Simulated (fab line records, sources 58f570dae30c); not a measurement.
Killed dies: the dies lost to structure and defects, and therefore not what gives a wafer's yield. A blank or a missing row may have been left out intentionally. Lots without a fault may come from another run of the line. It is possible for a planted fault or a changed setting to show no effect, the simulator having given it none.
fab line records	flow berkeleyCmos170
[record] lots = 5	wafers = 15	lastDay = 13
route steps=331 shown ACTIVE@73 PFIELD@79 FIELD@89 SACOX@97 SCREENOX@100 NVT@104
lots untouched by any fault: they come from a run of this same line in which no faults occurred
startH: hours from the record's first day to the start of the lot's first wafer shown	waitH: how many hours have passed since the lot's step before this one	" repeats the value in the row above	L1.1+2: a row that stands for several wafers	- either no value or no given start	* or withheld: withheld	< > ~ a bound
route shown NAME@n: NAME is a module with steps in the file, n the number in the route of the first one	usual: average and standard deviation across the fault-free wafers	same: alike in all rows	chamber/n: place in a boat	sites: each site's reading	_std_site: their standard deviation	_edge_site: outer sites' mean less inner sites'	radiusMm: how far each site lies from the wafer's centre	mask NAME#n: copy n	behind: tool/chamber where the wafer was last shaped	hold: why the lot went on hold/how many hours it stayed there/how the hold came to an end	device: the n, p or np transistor that did not switch	end of line: at the end of the route, the tests of the same wafers	a step without rows: its recipe alone	killed: at the first sort, the dies lost to defects and structure; wafer yield is something else	map: shows each die of a wafer: x if killed, . if not, _ if none is there
set.NAME: the setting the step ran with; set.NAME@STEP: the setting that earlier step ran with	model.NAME: the simulator's own value behind a step, which no gauge read
lots at some steps of the route; a table a step, a row a wafer
services: the hour from which a tool's chamber was out of use, counted from the record's first day as startH (under 0 if before that day), plus the number of hours and why
[[steps]]
[step UCB170_ACTIVE_CD_MEAS_13]
[recipe] targetCdNm = 1200
[usual] cdNm = 1200.3/1.3
lot.wafer	tool	chamber	startH	waitH	cdNm
L074.1	cdSem-02	-	92.49	-	1201.2
L074.2	"	-	"	"	1201.3
L074.6	"	-	"	"	1199.7
L081.1	cdSem-01	-	128.60	-	1202.5
L081.4	"	-	"	"	1202.3
L081.6	"	-	"	"	1201.3
L091.2	cdSem-02	-	185.09	-	1201.5
L091.3	"	-	"	"	1202.1
L091.4	"	-	"	"	1203.7
L093.2	cdSem-02	-	185.21	-	1197.2
L093.3	"	-	"	"	1197.5
L093.6	"	-	"	"	1198.6
L097.2	cdSem-01	-	206.32	-	1201.7
L097.5	"	-	"	"	1201.8
L097.6	"	-	"	"	1200.1
[step UCB170_ACTIVE_OVL_MEAS_14]
[usual] ACTIVE_OVL = 0/5.1
lot.wafer	tool	chamber	startH	waitH	ACTIVE_OVL[nm]
L074.1	overlay-01	-	92.61	0.1	-3
L074.2	"	-	"	"	-1
L074.6	"	-	"	"	-4
L081.1	overlay-01	-	128.72	0.1	-3
L081.4	"	-	"	"	1
L081.6	"	-	"	"	-3
L091.2	overlay-01	-	185.20	0.1	3
L091.3	"	-	"	"	-2
L091.4	"	-	"	"	5
L093.2	overlay-02	-	185.32	0.1	-2
L093.3	"	-	"	"	-1
L093.6	"	-	"	"	-3
L097.2	overlay-02	-	206.43	0.1	7
L097.5	"	-	"	"	11
L097.6	"	-	"	"	3
[step UCB170_ACTIVE_ETCH_15]
[recipe] chemistry = CH3F/Ar/O2	target = Si3N4	stopOn = SiO2	CH3F_flow_sccm = 20	Ar_flow_sccm = 50	O2_flow_sccm = 7	pressureMtorr = 50	rfW = 450	targetDepthA = 2420	overEtchFrac = 0.1	timeS = 151
[usual] drypumpMotorCurrentA = 5.7/0.37	oesProductAu = 0.942/0.013	throttleValvePct = 8.02/0.13
lot.wafer	tool	chamber	startH	waitH	drypumpMotorCurrentA	oesProductAu	rfHoursCounterH	throttleValvePct
L074.1	rieDiel-02	3	92.65	0.0	6.0	0.922	60	8.12
L074.2	"	2	"	"	5.5	0.939	138	8.10
L074.6	"	1	"	"	5.6	0.953	-	7.93
L081.1	rieDiel-02	3	128.75	0.0	6.0	0.922	61	8.13
L081.4	"	1	"	"	5.6	0.962	120	7.93
L081.6	"	3	"	"	6.0	0.925	-	8.11
L091.2	rieDiel-01	2	185.23	0.0	6.1	0.952	128	8.12
L091.3	"	3	"	"	5.5	0.941	15	8.20
L091.4	"	0	"	"	5.2	0.951	18	7.94
L093.2	rieDiel-02	1	185.35	0.0	5.6	0.969	122	7.93
L093.3	"	3	"	"	6.1	0.922	63	8.12
L093.6	"	2	"	"	5.5	0.932	-	8.09
L097.2	rieDiel-01	1	206.46	0.0	5.6	0.937	14	7.86
L097.5	"	2	"	"	6.1	0.952	-	8.12
L097.6	"	3	"	"	5.5	0.959	-	8.19
[step UCB170_ACTIVE_STRIP_16]
[recipe] chemistry = O2	powerW = 400	pressureMtorr = 3500	platenTempC = withheld	o2FlowSccm = 400	overashFraction = 0.5
[usual] drypumpMotorCurrentA = 5.9/0.42	oesProductAu = 0.721/0.0041	stripTimeToEndpointS = 18.10/0.076
lot.wafer	tool	chamber	startH	waitH	drypumpMotorCurrentA	oesProductAu	rfHoursCounterH	stripTimeToEndpointS
L074.1	plasmaAsher-02	1	92.75	0.1	5.9	0.717	35	18.01
L074.2	"	0	"	"	6.4	0.725	35	18.11
L074.6	"	0	"	"	6.4	0.722	-	18.13
L081.1	plasmaAsher-03	1	128.85	0.1	5.3	0.721	36	18.13
L081.4	"	1	"	"	5.3	0.728	-	18.20
L081.6	"	1	"	"	5.3	0.723	-	18.03
L091.2	plasmaAsher-01	1	185.33	0.1	5.4	0.717	8	18.07
L091.3	"	1	"	"	5.4	0.719	-	18.20
L091.4	"	0	"	"	6.4	0.712	-	18.09
L093.2	plasmaAsher-02	1	185.45	0.1	5.9	0.727	47	18.04
L093.3	"	0	"	"	6.4	0.713	-	17.94
L093.6	"	1	"	"	5.9	0.722	-	18.05
L097.2	plasmaAsher-01	0	206.56	0.1	6.4	0.717	10	18.02
L097.5	"	1	"	"	5.4	0.721	-	18.05
L097.6	"	0	"	"	6.4	0.728	-	18.19
[step UCB170_ACTIVE_CD_MEAS_90]
[recipe] targetCdNm = 1200
[usual] cdNm = 1200.4/1.3
lot.wafer	tool	chamber	startH	waitH	cdNm
L074.1	cdSem-02	-	92.85	0.1	1201.5
L074.2	"	-	"	"	1201.6
L074.6	"	-	"	"	1199.9
L081.1	cdSem-01	-	128.99	0.1	1202.7
L081.4	"	-	"	"	1202.7
L081.6	"	-	"	"	1201.1
L091.2	cdSem-02	-	185.45	0.1	1201.6
L091.3	"	-	"	"	1202.3
L091.4	"	-	"	"	1203.7
L093.2	cdSem-02	-	185.57	0.1	1197.7
L093.3	"	-	"	"	1197.3
L093.6	"	-	"	"	1198.7
L097.2	cdSem-01	-	206.68	0.1	1201.4
L097.5	"	-	"	"	1202.2
L097.6	"	-	"	"	1200.4
[step UCB170_ACTIVE_CLEAN_17]
[recipe] chemistry = SPM	tempC = 120	timeS = 600
[usual] bathHeatDutyPct = 13.7/1.6
lot.wafer	tool	chamber	startH	waitH	bathHeatDutyPct
L074.1	wetBench-04	2	94.55	1.7	13.1
L074.2	"	2	"	"	12.8
L074.6	"	2	"	"	14.3
L081.1	wetBench-04	3	130.94	1.9	12.8
L081.4	"	3	"	"	11.7
L081.6	"	3	"	"	11.3
L091.2	wetBench-01	0	186.56	1.1	14.5
L091.3	"	0	"	"	15.6
L091.4	"	0	"	"	14.8
L093.2	wetBench-01	0	186.56	1.0	14.5
L093.3	"	0	"	"	16.1
L093.6	"	0	"	"	16.3
L097.2	wetBench-01	1	208.60	1.9	13.1
L097.5	"	1	"	"	13.2
L097.6	"	1	"	"	12.5
[step UCB170_PFIELD_HMDS_00]
[recipe] primeTimeS = 60	primeTempC = 100
lot.wafer	tool	chamber	startH	waitH
L074.1+2+6	lithoTrack-02	0	94.91	0.2
L081.1+4+6	lithoTrack-02	0	131.12	0.0
L093.2+3+6	lithoTrack-03	0	186.82	0.1
L091.2+3+4	lithoTrack-01	0	186.85	0.1
L097.2+5+6	lithoTrack-02	0	209.39	0.6
[step UCB170_PFIELD_COAT_01]
[recipe] resist = KrF	spinRpm = 1500	resistThkNm = 900
lot.wafer	tool	chamber	startH	waitH
L074.1+2+6	lithoTrack-02	0	95.06	0.1
L081.1+4+6	lithoTrack-02	0	131.27	0.1
L093.2+3+6	lithoTrack-03	0	186.97	0.1
L091.2+3+4	lithoTrack-01	0	187.00	0.1
L097.2+5+6	lithoTrack-02	0	209.54	0.1
[step UCB170_PFIELD_SOFTBAKE_02]
[recipe] resist = KrF	tempC = 130	timeS = 60
lot.wafer	tool	chamber	startH	waitH
L074.1+2+6	lithoTrack-02	0	95.21	0.1
L081.1+4+6	lithoTrack-02	0	131.42	0.1
L093.2+3+6	lithoTrack-03	0	187.12	0.1
L091.2+3+4	lithoTrack-01	0	187.15	0.1
L097.2+5+6	lithoTrack-02	0	209.69	0.1
[step UCB170_PFIELD_EXPOSE_03]
[recipe] maskId = PFIELD	na = 0.5	sigmaOuter = 0.6	sourceShape = conventional	targetCdNm = 1500	doseMj = 30
lot.wafer	tool	chamber	startH	waitH	mask
L074.1+2+6	krfScanner-01	0	95.68	0.4	PFIELD#0
L081.1+4+6	krfScanner-01	0	131.74	0.3	PFIELD#0
L093.2+3+6	krfScanner-02	0	187.33	0.2	PFIELD#0
L091.2+3+4	krfScanner-02	0	187.45	0.3	PFIELD#0
L097.2+5+6	krfScanner-02	0	210.16	0.5	PFIELD#0
[step UCB170_PFIELD_PEB_04]
[recipe] pebTempC = 130	pebTimeS = withheld	resist = KrF
lot.wafer	tool	chamber	startH	waitH
L074.1+2+6	lithoTrack-01	0	95.83	0.1
L081.1+4+6	lithoTrack-02	0	132.02	0.3
L093.2+3+6	lithoTrack-03	0	187.82	0.5
L091.2+3+4	lithoTrack-02	0	188.40	0.9
L097.2+5+6	lithoTrack-02	0	210.74	0.6
[step UCB170_PFIELD_DEVELOP_05]
[recipe] developer = TMAH	developTimeS = 45	resist = KrF	devTempC = 21
lot.wafer	tool	chamber	startH	waitH
L074.1+2+6	lithoTrack-01	0	-	-
L081.1+4+6	lithoTrack-02	0	-	-
L093.2+3+6	lithoTrack-03	0	-	-
L091.2+3+4	lithoTrack-02	0	-	-
L097.2+5+6	lithoTrack-02	0	-	-
[step UCB170_PFIELD_OVL_MEAS_06]
[usual] PFIELD_OVL = 1/5.7
lot.wafer	tool	chamber	startH	waitH	PFIELD_OVL[nm]
L074.1	overlay-02	-	96.10	-	-1
L074.2	"	-	"	"	12
L074.6	"	-	"	"	7
L081.1	overlay-01	-	132.29	-	9
L081.4	"	-	"	"	-8
L081.6	"	-	"	"	-6
L093.2	overlay-02	-	188.07	-	-3
L093.3	"	-	"	"	-7
L093.6	"	-	"	"	0
L091.2	overlay-01	-	188.65	-	3
L091.3	"	-	"	"	5
L091.4	"	-	"	"	9
L097.2	overlay-01	-	210.99	-	-7
L097.5	"	-	"	"	0
L097.6	"	-	"	"	-3
[step UCB170_PFIELD_IMPLANT_07]
[recipe] species = B	doseCm2 = 2e+13	energyKev = 80.63	tiltDeg = 7
lot.wafer	tool	chamber	startH	waitH
L074.1+2+6	implanter-01	0	96.14	0.0
L081.1+4+6	implanter-01	0	132.33	0.0
L093.2+3+6	implanter-01	0	188.13	0.0
L091.2+3+4	implanter-04	0	188.71	0.0
L097.2+5+6	implanter-04	0	211.05	0.0
[step UCB170_PFIELD_STRIP_08]
[recipe] chemistry = O2	powerW = 400	pressureMtorr = 3500	platenTempC = withheld	o2FlowSccm = 400	overashFraction = 0.5
[usual] drypumpMotorCurrentA = 6.0/0.49	oesProductAu = 0.734/0.0048	stripTimeToEndpointS = 21.62/0.055
lot.wafer	tool	chamber	startH	waitH	drypumpMotorCurrentA	oesProductAu	rfHoursCounterH	stripTimeToEndpointS
L074.1	plasmaAsher-04	0	96.29	0.1	6.6	0.731	32	21.57
L074.2	"	1	"	"	6.1	0.739	32	21.59
L074.6	"	1	"	"	6.1	0.736	-	21.61
L081.1	plasmaAsher-01	0	132.48	0.1	6.4	0.735	2	21.69
L081.4	"	1	"	"	5.4	0.736	-	21.64
L081.6	"	0	"	"	6.4	0.743	-	21.65
L093.2	plasmaAsher-01	0	188.25	0.1	6.4	0.736	8	21.61
L093.3	"	1	"	"	5.4	0.734	-	21.62
L093.6	"	0	"	"	6.4	0.733	-	21.66
L091.2	plasmaAsher-03	0	188.83	0.1	5.6	0.739	43	21.68
L091.3	"	1	"	"	5.3	0.743	-	21.71
L091.4	"	0	"	"	5.6	0.734	-	21.69
L097.2	plasmaAsher-01	0	211.17	0.1	6.3	0.732	11	21.60
L097.5	"	1	"	"	5.4	0.732	-	21.66
L097.6	"	0	"	"	6.4	0.729	-	21.65
[step UCB170_PFIELD_TW_MEAS_09]
[usual] PFIELD_TW = 603.3/2.5
lot.wafer	tool	chamber	startH	waitH	PFIELD_TW
L074.1	filmMetro-03	-	96.39	0.1	602.4
L074.2	"	-	"	"	601.5
L074.6	"	-	"	"	607.3
L081.1	filmMetro-01	-	132.58	0.1	604.4
L081.4	"	-	"	"	601.9
L081.6	"	-	"	"	603.5
L093.2	filmMetro-04	-	188.36	0.1	600.3
L093.3	"	-	"	"	600.6
L093.6	"	-	"	"	601.6
L091.2	filmMetro-03	-	188.94	0.1	603.5
L091.3	"	-	"	"	604.5
L091.4	"	-	"	"	596.4
L097.2	filmMetro-01	-	211.28	0.1	608.6
L097.5	"	-	"	"	606.4
L097.6	"	-	"	"	607.7
[step UCB170_FIELD_CLEAN_00]
[recipe] chemistry = dHF	dilution = 25:1	timeS = 7.5
lot.wafer	tool	chamber	startH	waitH
L074.1+2+6	wetBench-03	1	96.45	0.1
L081.1+4+6	wetBench-01	2	132.64	0.1
L093.2+3+6	wetBench-03	0	188.56	0.2
L091.2+3+4	wetBench-03	3	188.99	0.0
L097.2+5+6	wetBench-01	0	211.33	0.0
[step UCB170_FIELD_OXIDATION_01]
[recipe] tempC = 1000	ambient = H2O	pH2oTorr = 584.62	targetThkA = 5583	oxTimeS = 7200
[usual] zonePowerLoadPct = 35.0/1.7
lot.wafer	tool	chamber	startH	waitH	zonePowerLoadPct
L074.1	furnace-01	0	100.46	4.0	34.7
L074.2	"	0	"	"	35.6
L074.6	"	0	"	"	35.9
L081.1	furnace-04	0	136.54	3.9	35.4
L081.4	"	0	"	"	36.4
L081.6	"	0	"	"	35.3
L091.2	furnace-01	0	192.26	3.3	35.6
L091.3	"	0	"	"	35.7
L091.4	"	0	"	"	34.8
L093.2	furnace-01	0	192.26	3.7	35.0
L093.3	"	0	"	"	35.6
L093.6	"	0	"	"	35.7
L097.2	furnace-01	0	216.23	4.9	35.3
L097.5	"	0	"	"	35.4
L097.6	"	0	"	"	34.9
[step UCB170_FIELD_THK_MEAS_02]
[recipe] reads = SiO2_of_FIELD_OXIDATION_01
[usual] FIELD_OXIDE_THK = 564/9.2
lot.wafer	tool	chamber	startH	waitH	FIELD_OXIDE_THK[nm]
L074.1	filmMetro-02	-	103.52	0.1	565
L074.2	"	-	"	"	561
L074.6	"	-	"	"	562
L081.1	filmMetro-02	-	139.54	0.0	570
L081.4	"	-	"	"	579
L081.6	"	-	"	"	572
L091.2	filmMetro-02	-	195.27	0.0	540
L091.3	"	-	"	"	545
L091.4	"	-	"	"	544
L093.2	filmMetro-01	-	195.27	0.0	561
L093.3	"	-	"	"	559
L093.6	"	-	"	"	558
L097.2	filmMetro-01	-	219.24	0.0	567
L097.5	"	-	"	"	572
L097.6	"	-	"	"	576
[step UCB170_FIELD_ANNEAL_03]
[recipe] tempC = 1000	timeS = 1200	ambient = N2
[usual] zonePowerLoadPct = 32/3.1
lot.wafer	tool	chamber	startH	waitH	zonePowerLoadPct
L074.1	furnace-04	0	107.47	3.9	35
L074.2	"	0	"	"	35
L074.6	"	0	"	"	36
L081.1	furnace-02	0	143.42	3.9	29
L081.4	"	0	"	"	30
L081.6	"	0	"	"	29
L091.2	furnace-02	0	199.86	4.6	30
L091.3	"	0	"	"	29
L091.4	"	0	"	"	29
L093.2	furnace-02	0	199.86	4.6	30
L093.3	"	0	"	"	30
L093.6	"	0	"	"	29
L097.2	furnace-04	0	225.22	6.0	35
L097.5	"	0	"	"	36
L097.6	"	0	"	"	35
[step UCB170_FIELD_WET_ETCH_04]
[recipe] chemistry = dHF	dilution = 10:1	target = SiO2	tempC = 25	timeS = 60
[usual] bathHeatDutyPct = 6.2/0.57
lot.wafer	tool	chamber	startH	waitH	bathHeatDutyPct
L074.1	wetBench-04	2	108.81	0.0	6.4
L074.2	"	2	"	"	7.3
L074.6	"	2	"	"	6.4
L081.1	wetBench-03	1	144.75	0.0	6.8
L081.4	"	1	"	"	6.0
L081.6	"	1	"	"	6.3
L091.2	wetBench-03	2	201.19	0.0	6.4
L091.3	"	2	"	"	6.5
L091.4	"	2	"	"	7.2
L093.2	wetBench-03	3	201.19	0.0	6.4
L093.3	"	3	"	"	5.3
L093.6	"	3	"	"	5.4
L097.2	wetBench-04	0	226.56	0.0	7.3
L097.5	"	0	"	"	7.0
L097.6	"	0	"	"	6.4
[step UCB170_FIELD_WET_ETCH_05]
[recipe] chemistry = H3PO4	target = Si3N4	tempC = 160	timeS = 12600
[usual] bathHeatDutyPct = 26.2/1.9
lot.wafer	tool	chamber	startH	waitH	bathHeatDutyPct
L074.1	wetBench-03	3	108.83	0.0	26.6
L074.2	"	3	"	"	24.4
L074.6	"	3	"	"	23.7
L081.1	wetBench-03	2	144.81	0.0	29.4
L081.4	"	2	"	"	27.9
L081.6	"	2	"	"	26.3
L091.2	wetBench-04	3	201.22	0.0	21.8
L091.3	"	3	"	"	24.1
L091.4	"	3	"	"	24.7
L093.2	wetBench-04	3	201.22	0.0	24.1
L093.3	"	3	"	"	23.8
L093.6	"	3	"	"	23.8
L097.2	wetBench-03	3	226.58	0.0	24.9
L097.5	"	3	"	"	23.8
L097.6	"	3	"	"	24.4
[step UCB170_FIELD_WET_ETCH_06]
[recipe] chemistry = BOE	dilution = 5:1	target = SiO2	tempC = 25	timeS = 22
[usual] bathHeatDutyPct = 6.3/0.65
lot.wafer	tool	chamber	startH	waitH	bathHeatDutyPct
L074.1	wetBench-04	2	112.66	0.0	6.0
L074.2	"	2	"	"	7.0
L074.6	"	2	"	"	6.9
L081.1	wetBench-03	2	149.21	0.2	7.0
L081.4	"	2	"	"	6.5
L081.6	"	2	"	"	6.5
L091.2	wetBench-03	0	204.85	0.1	5.1
L091.3	"	0	"	"	5.2
L091.4	"	0	"	"	6.5
L093.2	wetBench-03	2	204.85	0.1	6.0
L093.3	"	2	"	"	6.5
L093.6	"	2	"	"	6.6
L097.2	wetBench-04	0	230.09	0.0	7.6
L097.5	"	0	"	"	6.9
L097.6	"	0	"	"	7.8
[step UCB170_FIELD_THK_MEAS_90]
[recipe] reads = SiO2_of_FIELD_OXIDATION_01
[usual] FIELD_OXIDE_LEFT_1_THK = 448/9.2
lot.wafer	tool	chamber	startH	waitH	FIELD_OXIDE_LEFT_1_THK[nm]
L074.1	filmMetro-01	-	112.67	0.0	448
L074.2	"	-	"	"	445
L074.6	"	-	"	"	445
L081.1	filmMetro-01	-	149.23	0.0	453
L081.4	"	-	"	"	462
L081.6	"	-	"	"	455
L093.2	filmMetro-01	-	204.87	0.0	445
L093.3	"	-	"	"	441
L093.6	"	-	"	"	440
L091.2	filmMetro-01	-	204.93	0.1	423
L091.3	"	-	"	"	428
L091.4	"	-	"	"	427
L097.2	filmMetro-04	-	230.17	0.1	451
L097.5	"	-	"	"	455
L097.6	"	-	"	"	458
[step UCB170_SACOX_CLEAN_00]
[recipe] chemistry = dHF	dilution = 25:1	timeS = 7.5
lot.wafer	tool	chamber	startH	waitH
L074.1+2+6	wetBench-02	3	112.73	0.1
L081.1+4+6	wetBench-03	2	149.29	0.1
L091.2+3+4	wetBench-03	1	205.06	0.1
L093.2+3+6	wetBench-03	1	205.06	0.2
L097.2+5+6	wetBench-02	1	230.22	0.0
[step UCB170_SACOX_OXIDATION_01]
[recipe] tempC = 904.1	ambient = O2	targetThkA = 144	oxTimeS = 2400
[usual] zonePowerLoadPct = 26.3/2.4
lot.wafer	tool	chamber	startH	waitH	zonePowerLoadPct
L074.1	furnace-04	0	120.32	7.6	28.2
L074.2	"	0	"	"	27.9
L074.6	"	0	"	"	28.6
L081.1	furnace-04	0	151.22	1.9	28.5
L081.4	"	0	"	"	28.0
L081.6	"	0	"	"	28.4
L091.2	furnace-02	0	209.54	4.5	23.5
L091.3	"	0	"	"	23.2
L091.4	"	0	"	"	23.0
L093.2	furnace-02	0	209.54	4.5	23.6
L093.3	"	0	"	"	23.5
L093.6	"	0	"	"	23.4
L097.2	furnace-02	0	234.37	4.1	23.1
L097.5	"	0	"	"	23.4
L097.6	"	0	"	"	23.3
[step UCB170_SACOX_THK_MEAS_02]
[recipe] reads = SiO2_of_SACOX_OXIDATION_01
[usual] SACOX_OXIDE_THK = 15.07/0.23
lot.wafer	tool	chamber	startH	waitH	SACOX_OXIDE_THK[nm]
L074.1	filmMetro-03	-	121.99	0.0	15.52
L074.2	"	-	"	"	15.34
L074.6	"	-	"	"	15.28
L081.1	filmMetro-04	-	152.95	0.1	15.16
L081.4	"	-	"	"	15.16
L081.6	"	-	"	"	15.04
L091.2	filmMetro-02	-	211.22	0.0	15.08
L091.3	"	-	"	"	14.88
L091.4	"	-	"	"	14.96
L093.2	filmMetro-03	-	211.22	0.0	15.15
L093.3	"	-	"	"	15.20
L093.6	"	-	"	"	15.08
L097.2	filmMetro-02	-	236.10	0.1	14.62
L097.5	"	-	"	"	14.48
L097.6	"	-	"	"	14.72
[step UCB170_SCREENOX_WET_ETCH_00]
[recipe] chemistry = dHF	dilution = 25:1	target = SiO2	tempC = 25	timeS = 200
[usual] bathHeatDutyPct = 6.3/0.75
lot.wafer	tool	chamber	startH	waitH	bathHeatDutyPct
L074.1	wetBench-03	0	122.05	0.1	6.9
L074.2	"	0	"	"	6.9
L074.6	"	0	"	"	6.9
L081.1	wetBench-03	1	153.01	0.1	5.9
L081.4	"	1	"	"	6.1
L081.6	"	1	"	"	6.8
L091.2	wetBench-02	2	211.27	0.0	5.2
L091.3	"	2	"	"	4.1
L091.4	"	2	"	"	4.9
L093.2	wetBench-02	1	211.27	0.0	7.2
L093.3	"	1	"	"	7.9
L093.6	"	1	"	"	7.4
L097.2	wetBench-03	2	236.16	0.0	6.0
L097.5	"	2	"	"	6.2
L097.6	"	2	"	"	6.5
[step UCB170_SCREENOX_OXIDATION_01]
[recipe] tempC = 900	ambient = O2	targetThkA = 144	oxTimeS = 2400
[usual] zonePowerLoadPct = 25.9/2.3
lot.wafer	tool	chamber	startH	waitH	zonePowerLoadPct
L074.1	furnace-04	0	126.84	4.7	27.7
L074.2	"	0	"	"	27.8
L074.6	"	0	"	"	27.7
L081.1	furnace-04	0	158.47	5.4	27.5
L081.4	"	0	"	"	27.8
L081.6	"	0	"	"	28.0
L091.2	furnace-04	0	216.77	5.4	28.3
L091.3	"	0	"	"	27.9
L091.4	"	0	"	"	27.7
L093.2	furnace-04	0	216.77	5.4	27.7
L093.3	"	0	"	"	27.1
L093.6	"	0	"	"	27.6
L097.2	furnace-02	0	238.88	2.7	22.6
L097.5	"	0	"	"	22.8
L097.6	"	0	"	"	22.6
[step UCB170_SCREENOX_THK_MEAS_02]
[recipe] reads = SiO2_of_SCREENOX_OXIDATION_01
[usual] SCREENOX_OXIDE_THK = 14.39/0.27
lot.wafer	tool	chamber	startH	waitH	SCREENOX_OXIDE_THK[nm]
L074.1	filmMetro-02	-	128.51	0.0	14.88
L074.2	"	-	"	"	14.85
L074.6	"	-	"	"	14.87
L081.1	filmMetro-02	-	160.20	0.1	14.38
L081.4	"	-	"	"	14.46
L081.6	"	-	"	"	14.46
L091.2	filmMetro-03	-	218.45	0.0	14.44
L091.3	"	-	"	"	14.24
L091.4	"	-	"	"	14.40
L093.2	filmMetro-01	-	218.45	0.0	14.15
L093.3	"	-	"	"	14.08
L093.6	"	-	"	"	14.03
L097.2	filmMetro-01	-	240.65	0.1	14.47
L097.5	"	-	"	"	14.27
L097.6	"	-	"	"	14.44
[step UCB170_SCREENOX_ANNEAL_03]
[recipe] tempC = 900	timeS = 900	ambient = N2
[usual] zonePowerLoadPct = 26.7/2
lot.wafer	tool	chamber	startH	waitH	zonePowerLoadPct
L074.1	furnace-01	0	133.54	5.0	27.9
L074.2	"	0	"	"	27.3
L074.6	"	0	"	"	27.9
L081.1	furnace-04	0	165.72	5.5	27.6
L081.4	"	0	"	"	28.1
L081.6	"	0	"	"	27.5
L091.2	furnace-01	0	224.14	5.7	28.0
L091.3	"	0	"	"	27.4
L091.4	"	0	"	"	27.1
L093.2	furnace-01	0	224.14	5.7	28.1
L093.3	"	0	"	"	27.5
L093.6	"	0	"	"	27.6
L097.2	furnace-02	0	241.88	1.2	22.6
L097.5	"	0	"	"	23.1
L097.6	"	0	"	"	22.6
[step UCB170_NVT_HMDS_00]
[recipe] primeTimeS = 60	primeTempC = 100
lot.wafer	tool	chamber	startH	waitH
L074.1+2+6	lithoTrack-02	0	135.20	0.4
L081.1+4+6	lithoTrack-01	0	167.80	0.8
L091.2+3+4	lithoTrack-02	0	225.55	0.2
L093.2+3+6	lithoTrack-01	0	225.70	0.3
L097.2+5+6	lithoTrack-04	0	243.24	0.1
[[services]]
tool	chamber	startH	hours	kind
rieDiel-01	2	77.34	9.9	repair
plasmaAsher-03	-	79.18	5.1	repair
furnace-01	-	83.66	2.3	pm
rieDiel-02	3	85.68	3.1	repair
rieDiel-02	0	91.22	19.1	repair
furnace-04	-	94.09	4.3	pm
plasmaAsher-01	-	97.79	5.6	repair
plasmaAsher-01	-	108.75	9.0	pm
furnace-02	-	110.26	6.1	pm
rieDiel-02	-	118.71	0.8	repair
krfScanner-02	-	131.25	1.0	pm
rieDiel-02	3	139.15	1.5	repair
rieDiel-02	-	147.40	2.0	repair
krfScanner-02	-	157.45	0.8	pm
furnace-02	-	178.14	2.0	pm
implanter-01	-	178.55	2.4	repair
implanter-01	-	183.71	2.0	repair
rieDiel-02	1	202.82	1.7	repair
krfScanner-02	-	212.15	1.3	pm
krfScanner-02	-	213.45	3.6	pm
furnace-02	-	215.06	3.6	pm
krfScanner-02	-	218.06	1.0	repair
furnace-01	-	219.23	3.7	pm
rieDiel-02	3	232.13	1.5	repair
[[key]]
fault none
